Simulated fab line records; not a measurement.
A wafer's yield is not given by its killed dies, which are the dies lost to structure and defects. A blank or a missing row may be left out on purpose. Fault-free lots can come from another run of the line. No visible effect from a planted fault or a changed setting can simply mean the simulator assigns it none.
What tool caused it? | flow berkeley_cmos170 | 7 lots with 21 wafers sampled at 2 steps, on a route of 331 steps

== WHAT EACH GAUGE READ, for each wafer ==
UCB170_ACTIVE_OVL_MEAS_14.
lot  | measured    | on         | ACTIVE_OVL (nm)
L103 | day 4 20:11 | overlay-02 | 4 6 2
L105 | day 5 09:38 | overlay-02 | 9 12 10
L109 | day 5 20:05 | overlay-02 | 2 7 1
L113 | day 7 01:47 | overlay-02 | 7 11 12
L118 | day 8 05:38 | overlay-01 | -7 -4 -3
L120 | day 8 20:16 | overlay-02 | -2 0 -1
L122 | day 9 05:13 | overlay-01 | -1 1 8

== TOOL THAT RAN EACH LOT (tool first, then ch and the chambers of the sampled wafers, then the start) ==
lot  | UCB170_NWELL_STRIP_15
L103 | plasma_asher-02 ch 0,1, day 2 15:48
L105 | plasma_asher-02 ch 0,1, day 3 07:27
L109 | plasma_asher-03 ch 0,1, day 3 19:19
L113 | plasma_asher-02 ch 0,1, day 4 21:07
L118 | plasma_asher-03 ch 0,1, day 5 19:28
L120 | plasma_asher-02 ch 0,1, day 6 08:16
L122 | plasma_asher-02 ch 0,1, day 6 18:23
- UCB170_NWELL_STRIP_15: strips in O2.

== THE ANSWER, worked out from the rows above alone ==
Rule: usual is defined by the lots themselves. The widest of any qualifying gaps counts: lots, ordered by their means at a reading, are off when they make up no more than a third of the lots, leave a main group of 4 or more, and stand apart from it by 3 or more times the standard deviation of that group's means. The tables above print the reading to a certain number of digits; a main group whose means all agree to those digits is not used. A lot without any number at a reading at which 4 lots or more have one is off too. Any other lot the step has rows for is counted as sound.
None of the lots is off at any reading shown; this tells nothing.

== WHAT HAD BEEN PUT IN BY THE SIMULATOR ==
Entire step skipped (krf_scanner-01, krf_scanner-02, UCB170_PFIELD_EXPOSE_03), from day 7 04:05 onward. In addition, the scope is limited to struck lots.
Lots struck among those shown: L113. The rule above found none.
